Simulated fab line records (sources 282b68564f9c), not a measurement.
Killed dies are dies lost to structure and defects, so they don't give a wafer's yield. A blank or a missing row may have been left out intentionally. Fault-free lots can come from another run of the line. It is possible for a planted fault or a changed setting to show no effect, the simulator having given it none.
A single fault, viewed from 2 desks / flow rit-cmos / numbers are kept per desk, each desk with only its own; the story behind them comes last

== TOOL OWNER'S DESK, rie-diel-04 ==
The tool's own readings at RIT_CONTACT_ETCH_11 (etches SiO2 in CHF3/CF4/Ar, stops on TiSi2, target depth 480 nm, time 320 s): means of the sampled wafers that have a number, for each lot that ran on this tool. A lot is out of limits, marked OUT, if its mean lies more than 4 standard deviations from the usual mean; the brackets give that distance.
Columns: A = CHF3_flow_sccm at RIT_CONTACT_ETCH_11, usual 50.03 sccm; B = chamber-pressure-mTorr at RIT_CONTACT_ETCH_11, usual 100.00 mTorr; C = drypump-motor-current-A at RIT_CONTACT_ETCH_11, usual 5.8 A; D = oes-product-au at RIT_CONTACT_ETCH_11, usual 0.994 a.u.; E = throttle-valve-pct at RIT_CONTACT_ETCH_11, usual 8.89 %
lot=L200; first seen here=day 3 15:32; A=50.08; B=100.00; C=5.9; D=0.990; E=8.87
lot=L209; first seen here=day 5 13:14; A=50.03; B=100.00; C=6.0; D=0.973; E=8.86
lot=L211; first seen here=day 5 20:56; A=50.09; B=99.96; C=6.2; D=0.970; E=8.78
lot=L212; first seen here=day 6 03:46; A=50.07; B=99.90; C=6.0; D=0.974; E=8.86
Finding of this desk: none of the 4 lots has anything out of limits.

== FROM THE METROLOGY DESK ==
What the gauges read, lot by lot, whatever tool the lot ran on: means of the sampled wafers that have a number. A lot is out of limits, marked OUT, if its mean lies more than 4 standard deviations from the usual mean; the brackets give that distance.
Columns: A = CONTACT_TEOS_THK at RIT_CONTACT_THK_MEAS_01, usual 400 nm; B = cd-nm at RIT_CONTACT_CD_MEAS_08, usual 999.0 nm; C = CONTACT_OVL at RIT_CONTACT_OVL_MEAS_09, usual 1.5 nm
lot=L200; first seen here=day 3 14:13; A=399; B=995.7; C=0.7
lot=L209; first seen here=day 5 11:47; A=400; B=1000.5; C=2.9
lot=L211; first seen here=day 5 19:29; A=393; B=996.4; C=1.3
lot=L212; first seen here=day 6 02:26; A=403; B=1001.5; C=1.2
lot=L216; first seen here=day 7 01:09; A=397; B=999.5; C=1.5
lot=L218; first seen here=day 7 15:20; A=402; B=995.4; C=0.1
lot=L221; first seen here=day 8 04:23; A=397; B=1002.0; C=1.0
Finding of this desk: none of the 7 lots has anything out of limits.

== TAKEN TOGETHER ==
The desk of the tool owner found nothing out of limits.
Metrology desk: nothing out of limits seen.

== WHAT HAD BEEN PUT IN BY THE SIMULATOR ==
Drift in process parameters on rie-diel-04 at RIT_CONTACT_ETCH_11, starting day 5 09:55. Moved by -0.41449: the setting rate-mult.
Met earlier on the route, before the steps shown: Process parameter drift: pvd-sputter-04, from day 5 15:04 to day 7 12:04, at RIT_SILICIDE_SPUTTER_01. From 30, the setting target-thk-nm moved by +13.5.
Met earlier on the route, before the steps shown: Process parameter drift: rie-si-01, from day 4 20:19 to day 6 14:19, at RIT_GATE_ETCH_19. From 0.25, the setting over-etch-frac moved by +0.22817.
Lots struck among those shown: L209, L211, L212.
